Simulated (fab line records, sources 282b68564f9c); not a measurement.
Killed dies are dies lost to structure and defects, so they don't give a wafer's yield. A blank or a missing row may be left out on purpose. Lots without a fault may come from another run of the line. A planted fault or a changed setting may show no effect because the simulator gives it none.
Which tool did it? | flow rit_cmos | 14 lots, 42 wafers sampled, at 1 step of a route of 202

WHAT THE GAUGES READ, wafer by wafer
The record holds no reading of a measuring or inspecting step that can be judged against a usual standard deviation.

WHICH TOOL RAN EACH LOT (tool, then ch and the chambers of the sampled wafers, then the start)
lot  | RIT_SPACER_ETCHBACK_05
L724 | rie_diel-04 ch 0,1,3, day 3 00:52
L725 | rie_diel-01 ch 2,3, day 3 07:25
L728 | rie_diel-02 ch 0,2,3, day 4 02:46
L729 | rie_diel-04 ch 0,3, day 4 03:31
L737 | rie_diel-04 ch 1,2, day 5 15:14
L738 | rie_diel-04 ch 1,2,3, day 5 21:21
L739 | rie_diel-02 ch 0,1,2, day 6 04:01
L741 | rie_diel-01 ch 0,3, day 6 11:41
L742 | rie_diel-04 ch 1,2,3, day 6 15:41
L743 | rie_diel-02 ch 0,1, day 6 23:33
L744 | rie_diel-04 ch 1,2, day 7 03:19
L745 | rie_diel-01 ch 1,2,3, day 7 08:43
L746 | rie_diel-01 ch 1,3, day 7 14:08
L747 | rie_diel-04 ch 0,1,3, day 7 18:04
- RIT_SPACER_ETCHBACK_05: etches Si3N4 in SF6/CHF3, stops on SiO2, target depth 250 nm, time 240 s.

WHAT THE TOOLS THEMSELVES READ (means of the sampled wafers that have a number; where no wafer has one, the mark that the record gives instead)
RIT_SPACER_ETCHBACK_05.
lot  | tool        | CHF3_flow_sccm (sccm) | SF6_flow_sccm (sccm) | drypump_motor_current_A (A) | oes_product_au (a.u.) | throttle_valve_pct (%)
L724 | rie_diel-04 | 30.05                 | 30.01                | 6.2                         | 0.850                 | 10.28
L725 | rie_diel-01 | 29.96                 | 29.91                | 5.5                         | 0.822                 | 10.38
L728 | rie_diel-02 | -                     | -                    | -                           | -                     | -
L729 | rie_diel-04 | -                     | -                    | -                           | -                     | -
L737 | rie_diel-04 | 30.09                 | 29.94                | 5.9                         | 0.841                 | 10.37
L738 | rie_diel-04 | 30.02                 | 29.96                | 6.1                         | 0.842                 | 10.39
L739 | rie_diel-02 | 30.06                 | 29.96                | 5.1                         | 0.846                 | 10.26
L741 | rie_diel-01 | 30.06                 | 30.05                | 5.5                         | 0.838                 | 10.26
L742 | rie_diel-04 | 30.04                 | 29.99                | 6.1                         | 0.846                 | 10.39
L743 | rie_diel-02 | 29.98                 | 29.98                | 4.9                         | 0.864                 | 10.21
L744 | rie_diel-04 | 30.03                 | 29.98                | 5.9                         | 0.849                 | 10.37
L745 | rie_diel-01 | 30.07                 | 29.91                | 5.6                         | 0.841                 | 10.40
L746 | rie_diel-01 | 29.95                 | 29.99                | 5.7                         | 0.839                 | 10.38
L747 | rie_diel-04 | 30.02                 | 30.07                | 6.2                         | 0.858                 | 10.28

THE ANSWER, worked out from the rows above alone
Rule: what is usual is taken from the lots themselves. Put in order of their means at a reading, lots are off if they are a third of the lots or fewer, leave a main group of 4 or more, and stand apart from it by a gap of 3 or more times the standard deviation of the main group's means; of several such gaps the widest counts. A main group whose means are all the same, to the digits that the tables above print for the reading, isn't used. A lot without any number at a reading at which 4 lots or more have one is off too. The other lots that the step has rows for count as sound. The gauges are gone through in route order, then the tools' own readings, and for those a lot's mean is taken as printed above. The first step at which some lot is off is used, and at that step the reading that is off furthest; a lot without a number counts as furthest.
Off: L728, L729, at RIT_SPACER_ETCHBACK_05 (CHF3_flow_sccm). Without a number there: L728, L729. The main group: mean 30.03 sccm, standard deviation 0.042.
A tool fits if, at that step or a process step before it, it ran every lot that is off, and no sound lot after the first of them. None of those tried fits.

WHAT THE SIMULATOR HAD PUT IN
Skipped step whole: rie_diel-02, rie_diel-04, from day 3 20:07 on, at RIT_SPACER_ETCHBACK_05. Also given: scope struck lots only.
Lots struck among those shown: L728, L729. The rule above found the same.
